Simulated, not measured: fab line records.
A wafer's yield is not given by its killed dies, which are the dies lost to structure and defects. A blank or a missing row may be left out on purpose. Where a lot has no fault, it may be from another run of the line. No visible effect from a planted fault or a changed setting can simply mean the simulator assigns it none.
Which of the tools did it? / flow rit_cmos / 15 lots with 45 wafers sampled at 2 steps, on a route of 202 steps

== WHAT THE GAUGES SHOWED, per wafer ==
RIT_CONTACT_CD_MEAS_90: the cd target is 1000 nm.
lot=L941; measured=day 3 09:56; on=cd_sem-02; cd_nm (nm)=998.9 998.5 998.0
lot=L943; measured=day 3 19:31; on=cd_sem-02; cd_nm (nm)=995.6 997.4 997.5
lot=L946; measured=day 4 09:40; on=cd_sem-02; cd_nm (nm)=1000.8 1000.1 999.3
lot=L947; measured=day 4 16:12; on=cd_sem-01; cd_nm (nm)=998.9 999.0 1000.3
lot=L948; measured=day 4 20:56; on=cd_sem-01; cd_nm (nm)=- - -
lot=L949; measured=day 5 02:37; on=cd_sem-01; cd_nm (nm)=- - -
lot=L950; measured=day 5 07:29; on=cd_sem-02; cd_nm (nm)=- - -
lot=L951; measured=day 5 10:50; on=cd_sem-01; cd_nm (nm)=998.4 998.1 999.1
lot=L953; measured=day 6 01:36; on=cd_sem-01; cd_nm (nm)=997.9 999.6 998.5
lot=L957; measured=day 6 17:15; on=cd_sem-02; cd_nm (nm)=1000.8 1001.4 998.9
lot=L958; measured=day 6 21:50; on=cd_sem-02; cd_nm (nm)=1000.5 1000.5 997.6
lot=L959; measured=day 7 04:34; on=cd_sem-02; cd_nm (nm)=1000.1 999.2 1000.8
lot=L960; measured=day 7 12:54; on=cd_sem-02; cd_nm (nm)=995.2 996.7 996.3
lot=L961; measured=day 7 18:06; on=cd_sem-02; cd_nm (nm)=996.5 996.6 1001.1
lot=L962; measured=day 7 20:25; on=cd_sem-02; cd_nm (nm)=1000.1 999.2 997.4

== WHICH TOOL RAN EACH LOT (tool, then ch and the chambers of the sampled wafers, then the start) ==
lot=L941; RIT_CONTACT_ETCH_11=rie_diel-02 ch 0,1,3, day 3 09:33
lot=L943; RIT_CONTACT_ETCH_11=rie_diel-04 ch 0,2,3, day 3 19:09
lot=L946; RIT_CONTACT_ETCH_11=rie_diel-02 ch 0,1,3, day 4 09:17
lot=L947; RIT_CONTACT_ETCH_11=rie_diel-03 ch 0,1,3, day 4 15:47
lot=L948; RIT_CONTACT_ETCH_11=rie_diel-02 ch 0,1,3, day 4 20:31
lot=L949; RIT_CONTACT_ETCH_11=rie_diel-02 ch 0,3, day 5 02:13
lot=L950; RIT_CONTACT_ETCH_11=rie_diel-04 ch 0,1,2, day 5 07:05
lot=L951; RIT_CONTACT_ETCH_11=rie_diel-02 ch 0,2,3, day 5 10:28
lot=L953; RIT_CONTACT_ETCH_11=rie_diel-04 ch 2,3, day 6 01:11
lot=L957; RIT_CONTACT_ETCH_11=rie_diel-03 ch 0,3, day 6 16:53
lot=L958; RIT_CONTACT_ETCH_11=rie_diel-04 ch 2,3, day 6 21:28
lot=L959; RIT_CONTACT_ETCH_11=rie_diel-04 ch 0,1,2, day 7 04:09
lot=L960; RIT_CONTACT_ETCH_11=rie_diel-03 ch 1,2,3, day 7 12:28
lot=L961; RIT_CONTACT_ETCH_11=rie_diel-02 ch 1,2,3, day 7 17:41
lot=L962; RIT_CONTACT_ETCH_11=rie_diel-03 ch 0,2,3, day 7 20:03
- RIT_CONTACT_ETCH_11: etches SiO2 in CHF3/CF4/Ar, stops on TiSi2, target depth 480 nm, time 320 s.

== WHAT THE TOOLS THEMSELVES READ (means of the sampled wafers that have a number; where no wafer has one, the mark that the record gives instead) ==
RIT_CONTACT_ETCH_11.
lot=L941; tool=rie_diel-02; CHF3_flow_sccm (sccm)=49.99; O2_flow_sccm (sccm)=5.010; drypump_motor_current_A (A)=5.4; mfc_ar_sccm (sccm)=100.3; oes_product_au (a.u.)=0.973; throttle_valve_pct (%)=8.96
lot=L943; tool=rie_diel-04; CHF3_flow_sccm (sccm)=49.94; O2_flow_sccm (sccm)=4.994; drypump_motor_current_A (A)=5.9; mfc_ar_sccm (sccm)=100.0; oes_product_au (a.u.)=0.985; throttle_valve_pct (%)=8.85
lot=L946; tool=rie_diel-02; CHF3_flow_sccm (sccm)=50.07; O2_flow_sccm (sccm)=5.015; drypump_motor_current_A (A)=5.5; mfc_ar_sccm (sccm)=100.3; oes_product_au (a.u.)=0.971; throttle_valve_pct (%)=8.96
lot=L947; tool=rie_diel-03; CHF3_flow_sccm (sccm)=49.90; O2_flow_sccm (sccm)=5.007; drypump_motor_current_A (A)=5.4; mfc_ar_sccm (sccm)=100.3; oes_product_au (a.u.)=0.986; throttle_valve_pct (%)=8.92
lot=L948; tool=rie_diel-02; CHF3_flow_sccm (sccm)=-; O2_flow_sccm (sccm)=-; drypump_motor_current_A (A)=-; mfc_ar_sccm (sccm)=-; oes_product_au (a.u.)=-; throttle_valve_pct (%)=-
lot=L949; tool=rie_diel-02; CHF3_flow_sccm (sccm)=-; O2_flow_sccm (sccm)=-; drypump_motor_current_A (A)=-; mfc_ar_sccm (sccm)=-; oes_product_au (a.u.)=-; throttle_valve_pct (%)=-
lot=L950; tool=rie_diel-04; CHF3_flow_sccm (sccm)=-; O2_flow_sccm (sccm)=-; drypump_motor_current_A (A)=-; mfc_ar_sccm (sccm)=-; oes_product_au (a.u.)=-; throttle_valve_pct (%)=-
lot=L951; tool=rie_diel-02; CHF3_flow_sccm (sccm)=49.85; O2_flow_sccm (sccm)=4.999; drypump_motor_current_A (A)=5.6; mfc_ar_sccm (sccm)=100.0; oes_product_au (a.u.)=0.970; throttle_valve_pct (%)=8.89
lot=L953; tool=rie_diel-04; CHF3_flow_sccm (sccm)=49.79; O2_flow_sccm (sccm)=4.978; drypump_motor_current_A (A)=5.7; mfc_ar_sccm (sccm)=100.1; oes_product_au (a.u.)=0.977; throttle_valve_pct (%)=8.84
lot=L957; tool=rie_diel-03; CHF3_flow_sccm (sccm)=49.92; O2_flow_sccm (sccm)=4.981; drypump_motor_current_A (A)=5.7; mfc_ar_sccm (sccm)=100.2; oes_product_au (a.u.)=0.986; throttle_valve_pct (%)=8.92
lot=L958; tool=rie_diel-04; CHF3_flow_sccm (sccm)=49.89; O2_flow_sccm (sccm)=4.985; drypump_motor_current_A (A)=5.7; mfc_ar_sccm (sccm)=99.7; oes_product_au (a.u.)=0.979; throttle_valve_pct (%)=8.85
lot=L959; tool=rie_diel-04; CHF3_flow_sccm (sccm)=50.11; O2_flow_sccm (sccm)=5.006; drypump_motor_current_A (A)=5.7; mfc_ar_sccm (sccm)=99.7; oes_product_au (a.u.)=0.995; throttle_valve_pct (%)=8.95
lot=L960; tool=rie_diel-03; CHF3_flow_sccm (sccm)=50.03; O2_flow_sccm (sccm)=4.992; drypump_motor_current_A (A)=5.1; mfc_ar_sccm (sccm)=100.0; oes_product_au (a.u.)=0.980; throttle_valve_pct (%)=8.86
lot=L961; tool=rie_diel-02; CHF3_flow_sccm (sccm)=49.79; O2_flow_sccm (sccm)=5.006; drypump_motor_current_A (A)=5.3; mfc_ar_sccm (sccm)=99.9; oes_product_au (a.u.)=0.982; throttle_valve_pct (%)=8.88
lot=L962; tool=rie_diel-03; CHF3_flow_sccm (sccm)=49.89; O2_flow_sccm (sccm)=4.995; drypump_motor_current_A (A)=5.4; mfc_ar_sccm (sccm)=100.3; oes_product_au (a.u.)=0.986; throttle_valve_pct (%)=8.87

== THE ANSWER, worked out from the rows above alone ==
Rule: the lots themselves supply what counts as usual. Put in order of their means at a reading, lots are off if they are a third of the lots or fewer, leave a main group of 4 or more, and stand apart from it by a gap of 3 or more times the standard deviation of the main group's means; of several such gaps the widest counts. A main group is skipped when, at the precision printed for the reading in the tables above, its means are all equal. Also off: a lot with no number at a reading for which 4 or more lots have one. Where the step has rows for the other lots, those lots are counted as sound. After the gauges, taken in route order, come the tools' own readings; for these a lot's mean is taken, as printed above. The first step at which some lot is off is used, and at that step the reading that is off furthest; a lot without a number counts as furthest.
Off: L948, L949, L950, at RIT_CONTACT_CD_MEAS_90 (cd_nm). Without a number there: L948, L949, L950. Mean 998.7 nm and standard deviation 1.2 in the main group.
If a tool, at a process step before that reading, ran all the lots that are off and no sound lot after the first of them, it fits. Not tried: the gauges at RIT_CONTACT_CD_MEAS_90; whatever is off there is also off at RIT_CONTACT_ETCH_11, on other tools, and gauge error can't account for it. Of those tried, none fits.

== WHAT HAD BEEN PUT IN BY THE SIMULATOR ==
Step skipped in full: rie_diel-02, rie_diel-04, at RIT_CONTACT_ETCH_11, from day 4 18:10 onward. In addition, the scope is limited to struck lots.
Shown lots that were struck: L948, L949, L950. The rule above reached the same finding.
